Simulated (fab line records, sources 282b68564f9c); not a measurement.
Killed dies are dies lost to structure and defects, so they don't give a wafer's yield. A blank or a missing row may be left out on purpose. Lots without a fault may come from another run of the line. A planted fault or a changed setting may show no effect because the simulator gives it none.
Split-lot experiment | flow rit_cmos | 5 lots, 23 wafers read, on a route of 202 steps

THE SPLIT
At RIT_PWELL_IMPLANT_08, the setting energy_kev was moved away from the recipe's 170 on 8 of the 23 wafers read, by -3.2% to +2.8%. The other wafers ran this setting at the recipe's value.

The reading is taken at the split's own step.

THE READING
implant.drp_nm (the simulator's own value, which no gauge read), in nm, at RIT_PWELL_IMPLANT_08. The file gives no usual value for it.

wafer  | tool, chamber at the split | energy_kev as run | against the recipe | implant.drp_nm, nm | against lot-mates on the recipe
L076.1 | implanter-03, 0            | 170               | recipe             | 102.9              | -
L076.2 | implanter-03, 0            | 170               | recipe             | 102.9              | -
L076.3 | implanter-03, 0            | 164.6             | -3.2%              | 101.7              | -1.2
L076.5 | implanter-03, 0            | 164.6             | -3.2%              | 101.7              | -1.2
L076.6 | implanter-03, 0            | 164.6             | -3.2%              | 101.7              | -1.2
L079.1 | implanter-01, 0            | 170               | recipe             | 102.9              | -
L079.2 | implanter-01, 0            | 170               | recipe             | 102.9              | -
L079.3 | implanter-01, 0            | 170               | recipe             | 102.9              | -
L079.4 | implanter-01, 0            | 173.7             | +2.2%              | 103.5              | +0.6
L079.6 | implanter-01, 0            | 173.7             | +2.2%              | 103.5              | +0.6
L082.1 | implanter-01, 0            | 170               | recipe             | 102.9              | -
L082.2 | implanter-01, 0            | 170               | recipe             | 102.9              | -
L082.3 | implanter-01, 0            | 170               | recipe             | 102.9              | -
L082.4 | implanter-01, 0            | 170               | recipe             | 102.9              | -
L082.6 | implanter-01, 0            | 170               | recipe             | 102.9              | -
L084.1 | implanter-03, 0            | 174.8             | +2.8%              | 103.7              | +0.8
L084.4 | implanter-03, 0            | 174.8             | +2.8%              | 103.7              | +0.8
L084.5 | implanter-03, 0            | 174.8             | +2.8%              | 103.7              | +0.8
L084.3 | implanter-03, 0            | 170               | recipe             | 102.9              | -
L084.6 | implanter-03, 0            | 170               | recipe             | 102.9              | -
L085.1 | implanter-04, 0            | 170               | recipe             | 102.9              | -
L085.5 | implanter-04, 0            | 170               | recipe             | 102.9              | -
L085.6 | implanter-04, 0            | 170               | recipe             | 102.9              | -

THE FIT
A straight line over all 23 wafers: implant.drp_nm changes by +0.33 nm for each +1% of energy_kev; r = +0.99; the points scatter about the line by 0.068 nm.
The same after taking each lot's own level away (the mean of its wafers on the recipe; 23 wafers): +0.33 nm for each +1%; r = +0.99; scatter 0.068 nm.
On that fit, the largest move of energy_kev shifts the reading by 1 nm.
The lots' own levels span 102.90 to 102.90 nm.
So the lot-to-lot level changes the slope little: the two slopes agree.
Check: with one of the wafers moved furthest among these (-3.2%) left out of the fit, the line predicts -1.06 nm for it against its lot-mates. It came out at -1.2 nm against them.

OTHER SPLITS ON THESE WAFERS
These wafers also went through other splits before the reading. Each is held against what the fit with the lots' levels taken away leaves over:
other split on the same wafers | wafers away from the commonest value | r with implant.drp_nm (lot level and that fit taken away)
RIT_ACTIVE_COAT_06 spin_rpm    | 11                                   | +0.32
RIT_ACTIVE_SOFTBAKE_07 time_s  | 9                                    | -0.18
RIT_FOX1_OXIDATION_00 temp_c   | 10                                   | -0.40

THE WHOLE CHAIN: every reading that the file lists as answering this split, in the file's order
step                 | what it does | reading                                                         | change (the file's fit)               | r (the file's)
RIT_PWELL_IMPLANT_08 |              | implant.rp_nm (the simulator's own value, which no gauge read)  | +3.73 nm for each +1% of the setting  | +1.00
RIT_PWELL_IMPLANT_08 |              | implant.drp_nm (the simulator's own value, which no gauge read) | +0.315 nm for each +1% of the setting | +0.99

THE FILE'S OWN FIT
implant.drp_nm changes by +0.315 nm for each +1% of energy_kev, r = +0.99.
